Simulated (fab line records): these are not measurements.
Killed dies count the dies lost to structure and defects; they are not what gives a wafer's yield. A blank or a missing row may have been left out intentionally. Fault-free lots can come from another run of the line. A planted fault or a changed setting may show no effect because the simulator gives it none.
fab line records	flow rit_cmos
[record] lots = 14	wafers = 42	last_day = 7
route steps=202 shown ACTIVE@15 NRETRO@62 PSD@147 SILICIDE@165
lots with no fault: from the same line, run without faults
start_h: hours from the record's opening day to when the first of the lot's shown wafers began	wait_h: time in hours since the lot's previous step	" identical to the entry in the row above	L1.1+2: several wafers, shown together as one row	- no value present, or no start provided	* or withheld: withheld	< > ~ a bound
route shown NAME@n: NAME is a module with steps in the file, n the number in the route of the first one	usual: the fault-free wafers' mean and standard deviation	same: alike in all rows	chamber/n: place in a boat	sites: per-site readings	_std_site: their standard deviation	_edge_site: mean of outer sites minus mean of inner sites	radius_mm: how far each site lies from the wafer's centre	mask NAME#n: copy n	behind: the last tool/chamber to shape the wafer	hold: why the lot was held/for how many hours/how that ended	device: whichever transistor did not switch (one of n, p or np)	end of line: the same wafers' tests at the end of the route	where a step has no rows: the recipe by itself	killed: dies that structure and defects cost at the first sort, which is not the same as the wafer's yield	map: the dies of a wafer, with x for killed, . for not killed, _ for no die there
set.NAME: the setting as run; set.NAME@STEP: as run at that earlier step	model.NAME: the simulator's own value behind a step, which no gauge read
one table for each step of the route and one row for each wafer, over a sample of lots
services: a tool's chamber out of use, with start hour (start_h, from the record's first day; less than 0 if before it), hours out, and reason
[[steps]]
[step RIT_ACTIVE_STRIP_14]
[recipe] chemistry = O2	time_s = 180	resist = NOVOLAK	platen_temp_c = withheld	power_w = 500	pressure_mtorr = 4000	o2_flow_sccm = 4000
[usual] chamber_pressure_mTorr = 4000/3.7	drypump_motor_current_A = 5.3/0.38
lot.wafer	tool	chamber	start_h	wait_h	chamber_pressure_mTorr	drypump_motor_current_A	rf_hours_counter_h
L607.3	plasma_asher-03	0	15.03	0.1	3996	5.5	-
L607.4	"	1	"	"	4001	6.0	-
L607.5	"	1	"	"	4000	6.0	-
L609.1	plasma_asher-04	0	24.84	0.1	4000	5.4	38
L609.2	"	1	"	"	4000	5.0	38
L609.6	"	0	"	"	4003	5.4	-
L610.1	plasma_asher-04	1	29.97	0.1	4003	5.0	38
L610.3	"	0	"	"	4003	5.4	-
L610.5	"	1	"	"	3998	5.0	-
L612.1	plasma_asher-02	0	39.97	0.1	4003	5.4	24
L612.2	"	1	"	"	3999	4.8	24
L612.6	"	0	"	"	4005	5.4	-
L613.3	plasma_asher-03	1	45.04	0.1	3992	6.0	-
L613.4	"	0	"	"	3998	5.5	-
L613.6	"	0	"	"	3996	5.5	-
L616.4	plasma_asher-02	1	60.24	0.1	3992	4.8	-
L616.5	"	1	"	"	4004	4.8	-
L616.6	"	0	"	"	4005	5.4	-
L618.3	plasma_asher-03	0	69.93	0.1	4000	5.5	-
L618.5	"	1	"	"	4000	6.0	-
L618.6	"	0	"	"	4001	5.5	-
L620.1	plasma_asher-03	1	79.84	0.1	3997	6.0	44
L620.2	"	0	"	"	3995	5.5	44
L620.6	"	0	"	"	3997	5.5	-
L622.1	plasma_asher-02	1	89.97	0.1	3999	4.8	29
L622.3	"	0	"	"	3999	5.4	-
L622.6	"	0	"	"	4003	5.4	-
L623.2	plasma_asher-04	1	95.72	0.1	4002	5.1	45
L623.3	"	0	"	"	4001	5.4	-
L623.5	"	1	"	"	3991	5.0	-
L624.4	plasma_asher-02	0	100.03	0.1	3995	5.5	-
L624.5	"	0	"	"	3994	5.4	-
L624.6	"	1	"	"	4001	4.8	-
L625.3	plasma_asher-02	1	105.61	0.1	3998	4.8	-
L625.5	"	0	"	"	4000	5.4	-
L625.6	"	1	"	"	4004	4.8	-
L628.1	plasma_asher-02	0	119.97	0.1	3999	5.4	33
L628.4	"	0	"	"	4005	5.4	-
L628.6	"	1	"	"	4005	4.8	-
L630.2	plasma_asher-04	0	130.01	0.1	4001	5.4	49
L630.4	"	0	"	"	3998	5.4	-
L630.5	"	1	"	"	3996	5.0	-
[step RIT_NRETRO_STRIP_09]
[recipe] chemistry = O2	time_s = 180	resist = NOVOLAK	platen_temp_c = withheld	power_w = 500	pressure_mtorr = 4000	o2_flow_sccm = 4000
[usual] chamber_pressure_mTorr = 4000/3.4	drypump_motor_current_A = 5.5/0.39
lot.wafer	tool	chamber	start_h	wait_h	chamber_pressure_mTorr	drypump_motor_current_A	rf_hours_counter_h
L607.3	plasma_asher-03	1	30.02	0.1	4009	6.0	-
L607.4	"	0	"	"	4001	5.5	-
L607.5	"	1	"	"	4001	6.0	-
L609.1	plasma_asher-03	0	39.43	0.1	3991	5.5	40
L609.2	"	1	"	"	4001	6.0	40
L609.6	"	0	"	"	4000	5.5	-
L610.1	plasma_asher-04	1	44.81	0.1	4000	5.0	40
L610.3	"	0	"	"	4003	5.4	-
L610.5	"	1	"	"	3998	5.0	-
L612.1	plasma_asher-04	0	55.26	0.1	3997	5.4	41
L612.2	"	1	"	"	3999	5.0	41
L612.6	"	1	"	"	4003	5.0	-
L613.3	plasma_asher-03	1	59.73	0.1	3998	6.0	-
L613.4	"	0	"	"	3999	5.5	-
L613.6	"	0	"	"	4002	5.5	-
L616.4	plasma_asher-04	1	75.58	0.1	4002	5.0	-
L616.5	"	0	"	"	4004	5.4	-
L616.6	"	1	"	"	4003	5.0	-
L618.3	plasma_asher-04	1	84.23	0.1	3995	5.0	-
L618.5	"	1	"	"	3996	5.0	-
L618.6	"	0	"	"	4001	5.4	-
L620.1	plasma_asher-03	0	94.45	0.1	3994	5.5	46
L620.2	"	1	"	"	3998	6.0	46
L620.6	"	0	"	"	4004	5.5	-
L622.1	plasma_asher-04	1	104.70	0.1	3998	5.0	46
L622.3	"	0	"	"	4003	5.4	-
L622.6	"	0	"	"	4002	5.4	-
L623.2	plasma_asher-04	0	110.33	0.1	4005	5.4	47
L623.3	"	0	"	"	3998	5.4	-
L623.5	"	0	"	"	4005	5.4	-
L624.4	plasma_asher-01	0	115.86	0.1	4001	6.3	-
L624.5	"	0	"	"	4003	6.3	-
L624.6	"	1	"	"	3999	5.2	-
L625.3	plasma_asher-03	1	120.28	0.1	4002	6.0	-
L625.5	"	1	"	"	3999	6.0	-
L625.6	"	0	"	"	4000	5.5	-
L628.1	plasma_asher-01	0	135.79	0.1	4000	6.3	51
L628.4	"	1	"	"	3995	5.3	-
L628.6	"	0	"	"	4006	6.3	-
L630.2	plasma_asher-03	1	144.62	0.1	4002	6.0	3
L630.4	"	0	"	"	4001	5.5	-
L630.5	"	0	"	"	4000	5.5	-
[step RIT_PSD_DEVELOP_05]
[recipe] resist = NOVOLAK	develop_time_s = 50	dev_temp_c = 23
[usual] chill_plate_temp_C = 23.00/0.12	develop_time_s = 50/0
lot.wafer	tool	chamber	start_h	wait_h	chill_plate_temp_C	develop_time_s
L607.3	litho_track-02	0	49	-	22.97	50
L607.4	"	0	"	"	22.78	50
L607.5	"	0	"	"	22.87	50
L609.1	litho_track-02	0	58	-	23.18	50
L609.2	"	0	"	"	23.10	50
L609.6	"	0	"	"	23.10	50
L610.1	litho_track-03	0	63	-	22.97	50
L610.3	"	0	"	"	23.13	50
L610.5	"	0	"	"	22.91	50
L612.1	litho_track-01	0	74	-	23.14	50
L612.2	"	0	"	"	23.04	50
L612.6	"	0	"	"	23.07	50
L613.3	litho_track-03	0	78	-	23.04	50
L613.4	"	0	"	"	22.89	50
L613.6	"	0	"	"	22.96	50
L616.4	litho_track-02	0	94	-	22.88	50
L616.5	"	0	"	"	22.98	50
L616.6	"	0	"	"	23.11	50
L618.3	litho_track-02	0	103	-	22.88	50
L618.5	"	0	"	"	22.85	50
L618.6	"	0	"	"	22.88	50
L620.1	litho_track-03	0	113	-	23.01	50
L620.2	"	0	"	"	23.17	50
L620.6	"	0	"	"	23.26	50
L622.1	litho_track-03	-	123	-	-	-
L622.3	"	-	"	"	-	-
L622.6	"	-	"	"	-	-
L623.2	litho_track-03	-	129	-	-	-
L623.3	"	-	"	"	-	-
L623.5	"	-	"	"	-	-
L624.4	litho_track-02	0	134	-	22.87	50
L624.5	"	0	"	"	22.84	50
L624.6	"	0	"	"	22.92	50
L625.3	litho_track-03	0	139	-	23.01	50
L625.5	"	0	"	"	23.04	50
L625.6	"	0	"	"	23.07	50
L628.1	litho_track-03	0	153	-	22.88	50
L628.4	"	0	"	"	23.04	50
L628.6	"	0	154	-	23.04	50
L630.2	litho_track-02	0	162	-	22.95	50
L630.4	"	0	"	"	23.00	50
L630.5	"	0	"	"	22.95	50
[step RIT_SILICIDE_RTA_04]
[recipe] temp_c = 650	time_s = 10	idle_temp_c = 25	ramp_up_s = 5	ramp_down_s = 5	cool_to_c = 25	ambient = N2
[usual] wafer_temp_C_max = 653.0/0.61
lot.wafer	tool	chamber	start_h	wait_h	wafer_temp_C_max
L607.3	rtp_anneal-02	0	51.22	0.1	652.1
L607.4	"	0	"	"	652.8
L607.5	"	0	"	"	652.8
L609.1	rtp_anneal-02	0	60.10	0.1	653.0
L609.2	"	0	"	"	653.4
L609.6	"	0	"	"	653.5
L610.1	rtp_anneal-01	0	65.17	0.1	652.9
L610.3	"	0	"	"	653.1
L610.5	"	0	"	"	652.4
L612.1	rtp_anneal-02	0	76.03	0.1	653.2
L612.2	"	0	"	"	652.8
L612.6	"	0	"	"	652.6
L613.3	rtp_anneal-02	0	80.54	0.1	652.6
L613.4	"	0	"	"	653.8
L613.6	"	0	"	"	651.8
L616.4	rtp_anneal-01	0	96.80	0.2	653.8
L616.5	"	0	"	"	653.8
L616.6	"	0	"	"	653.1
L618.3	rtp_anneal-01	0	105.27	0.1	653.5
L618.5	"	0	"	"	654.3
L618.6	"	0	"	"	653.4
L620.1	rtp_anneal-01	0	115.08	0.1	652.1
L620.2	"	0	"	"	652.4
L620.6	"	0	"	"	652.7
L622.1	rtp_anneal-01	0	125.52	0.1	653.2
L622.3	"	0	"	"	652.2
L622.6	"	0	"	"	652.2
L623.2	rtp_anneal-02	0	131.09	0.1	653.1
L623.3	"	0	"	"	653.2
L623.5	"	0	"	"	653.1
L624.4	rtp_anneal-01	0	136.20	0.1	652.8
L624.5	"	0	"	"	652.9
L624.6	"	0	"	"	652.5
L625.3	rtp_anneal-02	0	141.37	0.1	652.8
L625.5	"	0	"	"	653.4
L625.6	"	0	"	"	653.1
L628.1	rtp_anneal-01	0	155.93	0.1	653.4
L628.4	"	0	"	"	653.3
L628.6	"	0	"	"	652.7
L630.2	rtp_anneal-01	0	164.78	0.1	653.2
L630.4	"	0	"	"	653.6
L630.5	"	0	"	"	652.5
[[services]]
tool	chamber	start_h	hours	kind
plasma_asher-02	-	29.96	0.8	repair
rtp_anneal-01	-	75.36	3.7	pm
plasma_asher-01	-	102.22	7.6	repair
plasma_asher-03	-	108.75	9.0	pm
plasma_asher-03	0	108.75	9.0	vent_cycle
plasma_asher-03	1	108.75	9.0	vent_cycle
plasma_asher-03	0	117.75	-	clean
plasma_asher-03	1	117.75	-	clean
plasma_asher-03	-	150.44	2.8	pm
plasma_asher-02	-	164.71	5.1	repair
[[key]]
[first_sign] step = RIT_PSD_DEVELOP_05	reading = tool_record	direction = missing
effect none on later readings
met_at RIT_PSD_DEVELOP_05
struck_lots L622,L623
sort_left_out L622.1,L622.3,L622.6,L623.2,L623.3,L623.5
tester_left_out L622,L623
not_acting_at RIT_ACTIVE_STRIP_14,RIT_NRETRO_STRIP_09,RIT_SILICIDE_RTA_04
onset_between 113 123
[fault] kind = skipped_step_whole	tool = litho_track-03	chamber = -	onset_h = 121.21	steps = RIT_PSD_DEVELOP_05	scope = struck_lots_only
// tester_left_out: of these lots the tester's yield and bins aren't shown, on N5 and GAA mostly nor the transistor test; their killed dies are dies lost to structure and defects alone, not to doping, threshold or leakage, so they don't give the yield
// sort_left_out: the simulated sort isn't trusted on such a fault, so these wafers' sort isn't shown, and their yield isn't known
